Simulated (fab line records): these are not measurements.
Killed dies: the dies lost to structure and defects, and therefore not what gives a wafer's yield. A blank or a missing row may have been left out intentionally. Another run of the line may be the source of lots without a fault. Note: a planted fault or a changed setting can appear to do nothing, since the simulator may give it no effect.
A struck lot beside a sound one ; flow rit-cmos ; 18 out of 202 route steps
Sound: wafers L458.1, L458.4, L458.6. The struck wafers were L460.1, L460.2, L460.6. Last of all comes the cause.
Each step with rows lists, per side, the tool, then ch with its chambers, then its first start. Under that, the readings that differ: sound wafers ; struck wafers ; difference of the means ; sigmas: that difference in standard deviations of wafers without a fault.
alike: a reading whose means differ by less than 2 such deviations, as well as words and numbers matching on both sides. not compared: withheld readings; readings where some wafer has no value; bounds like >300 that might hide an equal value; numbers whose values overlap and for which the record gives no deviation.
A row with sigmas, a row that says differs or no value, or rows on one side alone: a step with any of these is where the two part. Numbers that have no deviation but don't overlap get no sigmas and don't part them. A reading missing from all wafers of one side parts the sides only when that side holds two or more wafers.

first, 4 steps without rows for these wafers: RIT_NRETRO_SOFTBAKE_02 (time 60 s); RIT_NRETRO_EXPOSE_03 (exposes mask M4, target cd 43900 nm); RIT_NRETRO_PEB_04; RIT_NRETRO_DEVELOP_05 (develop time 68 s).
RIT_NRETRO_OVL_MEAS_06:
  sound on overlay-01, day 3 06:51; struck on overlay-01, day 3 16:34
  alike: NRETRO_OVL
then, 2 steps without rows for these wafers: RIT_NRETRO_HARDBAKE_07 (time 120 s); RIT_NRETRO_IMPLANT_08.
RIT_NRETRO_STRIP_09: strips in O2, time 180 s.
  sound on plasma-asher-02 ch 0, day 3 07:17; struck on plasma-asher-02 ch 0,1, day 3 17:01
  alike: drypump-motor-current-A, o2-flow-sccm
  not compared: rf-hours-counter-h
RIT_NRETRO_TW_MEAS_10:
  sound on film-metro-04, day 3 07:28; struck on film-metro-02, day 3 17:11
  alike: NRETRO_TW
then, 3 steps without rows for these wafers: RIT_PRETRO_HMDS_00 (prime time 60 s); RIT_PRETRO_COAT_01 (resist thk 1300 nm); RIT_PRETRO_SOFTBAKE_02 (time 60 s).
RIT_PRETRO_EXPOSE_03: exposes mask M5, target cd 43700 nm.
  sound on iline-stepper-01 ch 0, day 3 08:08; struck on iline-stepper-01 ch 0, day 3 17:41
reading;sound;struck;difference;sigmas
model.PRETRO.overlay-x-nm (nm);-1.329 -1.329 -1.329;130 130 130;+131;
  alike: mask
then, 2 steps without rows for these wafers: RIT_PRETRO_PEB_04; RIT_PRETRO_DEVELOP_05 (develop time 68 s).
RIT_PRETRO_OVL_MEAS_06:
  sound on overlay-02, day 3 08:34; struck on overlay-02, day 3 18:07
reading;sound;struck;difference;sigmas
PRETRO_OVL (nm);-1.1 -2.4 -1.3;129.6 129.4 128.2;+130.7;+87
then, 1 step without rows for these wafers: RIT_PRETRO_HARDBAKE_07 (time 120 s).
RIT_M1_PROBE_99:
  sound on prober-02, day 4 11:04; struck on prober-02, day 4 19:44
  alike: killed-at-front-end, killed-dies, killed-open, killed-short
  not compared: model.etest.retro-edge-nmos.off-log10-a-um, model.etest.retro-edge-pmos.off-log10-a-um

WHERE THEY PART
Only at RIT_PRETRO_OVL_MEAS_06, within this record. Later steps at which nothing parts them and some readings are alike: RIT_M1_PROBE_99.

WHY: what the simulator had put in
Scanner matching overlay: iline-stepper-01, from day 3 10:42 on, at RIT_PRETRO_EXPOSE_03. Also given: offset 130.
